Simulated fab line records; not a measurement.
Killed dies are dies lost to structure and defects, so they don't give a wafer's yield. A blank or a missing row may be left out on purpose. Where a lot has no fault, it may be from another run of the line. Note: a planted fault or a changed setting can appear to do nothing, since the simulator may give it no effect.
Problem report, 8D (eight disciplines) form, completed by code | flow rit cmos | the parts of the form that need people (team, actions taken, sign-off) are left out

== 1. WHAT IS WRONG ==
Wafers without a fault read 2000.1 W, standard deviation 0.37; cathode dc power W at RIT_M1_SPUTTER_00 reads a mean of 2054.7 W on 6 wafers belonging to 2 lots. That is +99 or more standard deviations from the usual mean.
The step: material Al, target thk 400 nm, time 500 s.
Earliest sighting: wafer L201.1 on pvd sputter-04 at day 4 00:33. The record has a number at this step for 42 wafers belonging to 14 lots. Rule for "out" (also "out of limits"): further than 4 standard deviations from the usual mean. All remaining wafers that have a number are taken as sound.

== 2. WHAT IT IS, AND WHAT IT ISN'T ==
question                    | is                     | is not
which readings at this step | cathode dc power W     | throttle valve pct
which lots                  | L201, L203             | L197, L198, L199, L206, L210, L212, L214, L215, L217, L218, L219, L220
which wafers of those lots  | all that have a number | -
read on which tools         | pvd sputter-04         | pvd sputter-01
when                        | from day 4 00:33       | up to then (9 sound wafers); but 27 sound wafers of L206, L210, L212, L214, L215, L217, L218, L219, L220 came after

== 3. THE SUSPECTS, EACH WITH WHAT RULES IT OUT ==
Counting: any tool at a process step up to the reading is kept as a suspect provided that every lot that is out went through it and no sound lot did after the first of them.
- pvd sputter-04 at RIT_M1_SPUTTER_00 (material Al, target thk 400 nm, time 500 s): ruled out as a lasting fault. After its first lot that is out, L201 (day 4 00:33), sound lots L215, L217, L219 ran on it.
Left after counting: nothing in the record.

== 4. THE CAUSE (what the simulator had put in) ==
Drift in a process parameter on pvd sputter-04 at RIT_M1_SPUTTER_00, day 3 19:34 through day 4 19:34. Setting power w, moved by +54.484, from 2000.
Counting ruled it out, wrongly.

== 5. THE CHAIN OF EFFECTS, in route order ==
One row per reading whose mean, taken over the struck wafers that have a number, lies over 3 standard deviations from the usual. Only readings whose record carries a usual standard deviation are examined. hours: median over the lots of the time between each lot's start at the first step of this table that gives one and its start at this step. sigmas: the change, counted in usual standard deviations.
hours | step              | reading            | usual    | on struck wafers | change | sigmas
0     | RIT_M1_SPUTTER_00 | cathode dc power W | 2000.1 W | 2054.7           | +54.6  | +99 or more
It contains these process steps:
- RIT_M1_SPUTTER_00: material Al, target thk 400 nm, time 500 s.

== 6. HOW IT WOULD HAVE BEEN CAUGHT EARLIER ==
First out-of-limits reading in this record: day 4 00:33, which is 5 hours after fault onset at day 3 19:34.
